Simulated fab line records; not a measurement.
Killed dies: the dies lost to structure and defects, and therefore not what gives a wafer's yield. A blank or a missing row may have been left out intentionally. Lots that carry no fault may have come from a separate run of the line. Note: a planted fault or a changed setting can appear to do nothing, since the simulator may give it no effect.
Split-lot experiment | flow berkeley_cmos170 | 5 lots, 23 wafers read, on a route of 331 steps

## ABOUT THE SPLIT
At UCB170_CONTACT_EXPOSE_12 (exposes mask CONT, target cd 700 nm), the setting dose_mj was moved away from the recipe's 35 on 7 of the 23 wafers read, by -6.4% to +3.5%. This setting was run at the recipe's value on the other wafers.

## FROM THE SPLIT TO THE READING: what the file shows between them, 6 steps
- UCB170_CONTACT_PEB_13
- UCB170_CONTACT_DEVELOP_14: develop time 45 s
- UCB170_CONTACT_CD_MEAS_15: target cd 700 nm
- UCB170_CONTACT_ETCH_17: etches BARC in N2/H2
- UCB170_CONTACT_ETCH_18: etches PSG in CHF3/CF4/Ar, stops on TiSi2, target depth 840 nm, time 195 s
- UCB170_CONTACT_STRIP_19: strips in O2

## THE READING
cd_nm (nm) at UCB170_CONTACT_CD_MEAS_90, where the cd target is 700 nm. A value of 698.8 nm with a standard deviation of 1.4 nm is what fault-free wafers of this fab line usually give.

wafer  | tool, chamber at the split | dose_mj as run | against the recipe | cd_nm, nm | against lot-mates on the recipe
L074.2 | krf_scanner-02, 0          | 36.21          | +3.5%              | 703.5     | +4.6
L074.3 | krf_scanner-02, 0          | 35             | recipe             | 699.5     | -
L074.4 | krf_scanner-02, 0          | 35             | recipe             | 698.9     | -
L074.5 | krf_scanner-02, 0          | 35             | recipe             | 698.4     | -
L074.6 | krf_scanner-02, 0          | 36.21          | +3.5%              | 705.1     | +6.2
L075.2 | krf_scanner-01, 0          | 32.75          | -6.4%              | 685.1     | -12.6
L075.3 | krf_scanner-01, 0          | 32.75          | -6.4%              | 686.0     | -11.7
L075.4 | krf_scanner-01, 0          | 35             | recipe             | 697.8     | -
L075.5 | krf_scanner-01, 0          | 35             | recipe             | 697.6     | -
L075.6 | krf_scanner-01, 0          | 32.75          | -6.4%              | 686.0     | -11.7
L077.3 | krf_scanner-01, 0          | 35             | recipe             | 699.9     | -
L077.4 | krf_scanner-01, 0          | 35             | recipe             | 700.4     | -
L077.5 | krf_scanner-01, 0          | 35             | recipe             | 700.8     | -
L080.1 | krf_scanner-01, 0          | 35             | recipe             | 700.1     | -
L080.2 | krf_scanner-01, 0          | 35             | recipe             | 699.4     | -
L080.3 | krf_scanner-01, 0          | 35             | recipe             | 698.1     | -
L080.4 | krf_scanner-01, 0          | 35             | recipe             | 700.3     | -
L080.5 | krf_scanner-01, 0          | 35             | recipe             | 699.3     | -
L082.1 | krf_scanner-01, 0          | 33.28          | -4.9%              | 690.0     | -9.0
L082.2 | krf_scanner-01, 0          | 35             | recipe             | 699.2     | -
L082.3 | krf_scanner-01, 0          | 33.28          | -4.9%              | 690.1     | -8.9
L082.5 | krf_scanner-01, 0          | 35             | recipe             | 698.4     | -
L082.6 | krf_scanner-01, 0          | 35             | recipe             | 699.3     | -

THE FIT
A straight line over all 23 wafers: cd_nm changes by +1.94 nm for each +1% of dose_mj; r = +0.98; the points scatter about the line by 1 nm.
The same after taking each lot's own level away (the mean of its wafers on the recipe; 23 wafers): +1.8 nm for each +1%; r = +0.99; scatter 0.61 nm.
Per that fit: largest dose_mj move, reading shift of 12 nm.
The span of the lots' own levels, 697.70 to 700.37 nm, comes to 1.9 times the standard deviation stated above.
Consequently the slope shifts little with the lot-to-lot level, the two slopes agreeing.
Check: with one of the wafers moved furthest among these (-6.4%) left out of the fit, the line predicts -11.5 nm for it against its lot-mates. It came out at -12.6 nm against them.

## THE WHOLE CHAIN: every reading that the file lists as answering this split, in the file's order
step                      | what it does                                                               | reading                                                        | change (the file's fit)              | r (the file's)
UCB170_CONTACT_CD_MEAS_15 | target cd 700 nm                                                           | cd_nm                                                          | +1.86 nm for each +1% of the setting | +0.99
UCB170_CONTACT_ETCH_17    | etches BARC in N2/H2                                                       | CONTACT.cd_nm (the simulator's own value, which no gauge read) | +1.85 nm for each +1% of the setting | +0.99
UCB170_CONTACT_ETCH_18    | etches PSG in CHF3/CF4/Ar, stops on TiSi2, target depth 840 nm, time 195 s | CONTACT.cd_nm (the simulator's own value, which no gauge read) | +1.79 nm for each +1% of the setting | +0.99
UCB170_CONTACT_CD_MEAS_90 | target cd 700 nm                                                           | cd_nm                                                          | +1.8 nm for each +1% of the setting  | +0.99

## THE FILE'S OWN FIT
cd_nm changes by +1.8 nm for each +1% of dose_mj, r = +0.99.
